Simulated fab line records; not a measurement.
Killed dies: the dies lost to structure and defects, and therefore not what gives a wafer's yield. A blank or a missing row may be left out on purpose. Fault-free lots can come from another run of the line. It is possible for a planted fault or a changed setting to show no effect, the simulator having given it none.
Split-lot experiment || flow rit_cmos || 12 wafers read across 4 lots, on a route 202 steps long

## THE SPLIT
At RIT_ACTIVE_CVD_03 (deposits Si3N4 from SiH2Cl2/NH3, target thk 150 nm, time 1500 s), the setting pressure_mtorr was moved away from the recipe's 300 mTorr on 4 of the 12 wafers read, by -11.4% to +5.8%. All remaining wafers had this setting at the recipe value.

## FROM THE SPLIT TO THE READING: what the file shows between them, 27 steps
- RIT_ACTIVE_ETCH_13: etches Si3N4 in SF6, stops on SiO2, time 210 s, target depth 210 nm (also split here: rf_w)
- RIT_NWELL_COAT_01: resist thk 1300 nm (also split here: spin_rpm)
- RIT_NWELL_SOFTBAKE_02: time 60 s
- RIT_NWELL_EXPOSE_03: exposes mask M2, target cd 43900 nm
- RIT_NWELL_DEVELOP_05: develop time 66.67 s
- RIT_NWELL_HARDBAKE_07: time 120 s
- RIT_NWELL_IMPLANT_08 (also split here: energy_kev)
- RIT_PWELL_IMPLANT_08 (also split here: energy_kev)
- RIT_NRETRO_SOFTBAKE_02: time 60 s (also split here: temp_c)
- RIT_NRETRO_EXPOSE_03: exposes mask M4, target cd 43900 nm
- RIT_NRETRO_PEB_04
- RIT_NRETRO_DEVELOP_05: develop time 68 s
- RIT_NRETRO_IMPLANT_08 (also split here: dose_cm2)
- RIT_NRETRO_STRIP_09: strips in O2, time 180 s
- RIT_NRETRO_TW_MEAS_10
- RIT_GATE_CVD_08: deposits poly-Si from SiH4, target thk 250 nm, time 2220 s (also split here: pressure_mtorr)
- RIT_GATE_THK_MEAS_09
- RIT_GATE_EXPOSE_13: exposes mask M6, target cd 150 nm (also split here: dose_mj)
- RIT_GATE_PEB_14
- RIT_GATE_DEVELOP_15: develop time 52.08 s
- RIT_GATE_CD_MEAS_16: target cd 150 nm
- RIT_GATE_HARDBAKE_18: time 60 s
- RIT_GATE_ETCH_19: etches poly-Si in SF6/CHF3/O2, stops on SiO2, time 165 s, target depth 312.5 nm
- RIT_GATE_STRIP_20: strips in O2, time 180 s
- RIT_GATE_CD_MEAS_90: target cd 150 nm
- RIT_REOX_OXIDATION_03: target thk 25.2 nm, ox time 5580 s (also split here: ox_time_s)
- RIT_REOX_THK_MEAS_04

## THE READING
etest.pldd.rs_ohm_sq (the simulator's own value, which no gauge read), at RIT_M1_PROBE_99. The file does not state a usual value for it. The 8 wafers here that ran the recipe average 475.7, standard deviation 26.

{"wafer": "L074.1", "tool, chamber at the split": "-, -", "pressure_mtorr as run, mTorr": 300, "against the recipe": "recipe", "etest.pldd.rs_ohm_sq": 507.2, "against lot-mates on the recipe": "-"}
{"wafer": "L074.2", "tool, chamber at the split": "-, -", "pressure_mtorr as run, mTorr": 300, "against the recipe": "recipe", "etest.pldd.rs_ohm_sq": 435.2, "against lot-mates on the recipe": "-"}
{"wafer": "L074.4", "tool, chamber at the split": "-, -", "pressure_mtorr as run, mTorr": 300, "against the recipe": "recipe", "etest.pldd.rs_ohm_sq": 445.7, "against lot-mates on the recipe": "-"}
{"wafer": "L074.5", "tool, chamber at the split": "-, -", "pressure_mtorr as run, mTorr": 300, "against the recipe": "recipe", "etest.pldd.rs_ohm_sq": 510.7, "against lot-mates on the recipe": "-"}
{"wafer": "L074.6", "tool, chamber at the split": "-, -", "pressure_mtorr as run, mTorr": 300, "against the recipe": "recipe", "etest.pldd.rs_ohm_sq": 495.2, "against lot-mates on the recipe": "-"}
{"wafer": "L075.4", "tool, chamber at the split": "-, -", "pressure_mtorr as run, mTorr": 317.5, "against the recipe": "+5.8%", "etest.pldd.rs_ohm_sq": 404.1, "against lot-mates on the recipe": "no lot-mate on the recipe"}
{"wafer": "L080.4", "tool, chamber at the split": "lpcvd-02, 0", "pressure_mtorr as run, mTorr": 300, "against the recipe": "recipe", "etest.pldd.rs_ohm_sq": 472.5, "against lot-mates on the recipe": "-"}
{"wafer": "L080.5", "tool, chamber at the split": "lpcvd-02, 0", "pressure_mtorr as run, mTorr": 300, "against the recipe": "recipe", "etest.pldd.rs_ohm_sq": 475.2, "against lot-mates on the recipe": "-"}
{"wafer": "L080.6", "tool, chamber at the split": "lpcvd-02, 0", "pressure_mtorr as run, mTorr": 300, "against the recipe": "recipe", "etest.pldd.rs_ohm_sq": 463.9, "against lot-mates on the recipe": "-"}
{"wafer": "L085.1", "tool, chamber at the split": "-, -", "pressure_mtorr as run, mTorr": 265.9, "against the recipe": "-11.4%", "etest.pldd.rs_ohm_sq": 708, "against lot-mates on the recipe": "no lot-mate on the recipe"}
{"wafer": "L085.3", "tool, chamber at the split": "-, -", "pressure_mtorr as run, mTorr": 265.9, "against the recipe": "-11.4%", "etest.pldd.rs_ohm_sq": 658.3, "against lot-mates on the recipe": "no lot-mate on the recipe"}
{"wafer": "L085.6", "tool, chamber at the split": "-, -", "pressure_mtorr as run, mTorr": 265.9, "against the recipe": "-11.4%", "etest.pldd.rs_ohm_sq": 688.9, "against lot-mates on the recipe": "no lot-mate on the recipe"}

FIT RESULTS
A straight line over all 12 wafers: etest.pldd.rs_ohm_sq changes by -17.6 for each +1% of pressure_mtorr; r = -0.97; the points scatter about the line by 27.
Too few moved wafers with a lot-mate on the recipe to fit a line net of each lot's own level.

## THE FILE'S OWN FIT
etest.pldd.rs_ohm_sq changes by -17.6 for each +1% of pressure_mtorr, r = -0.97.
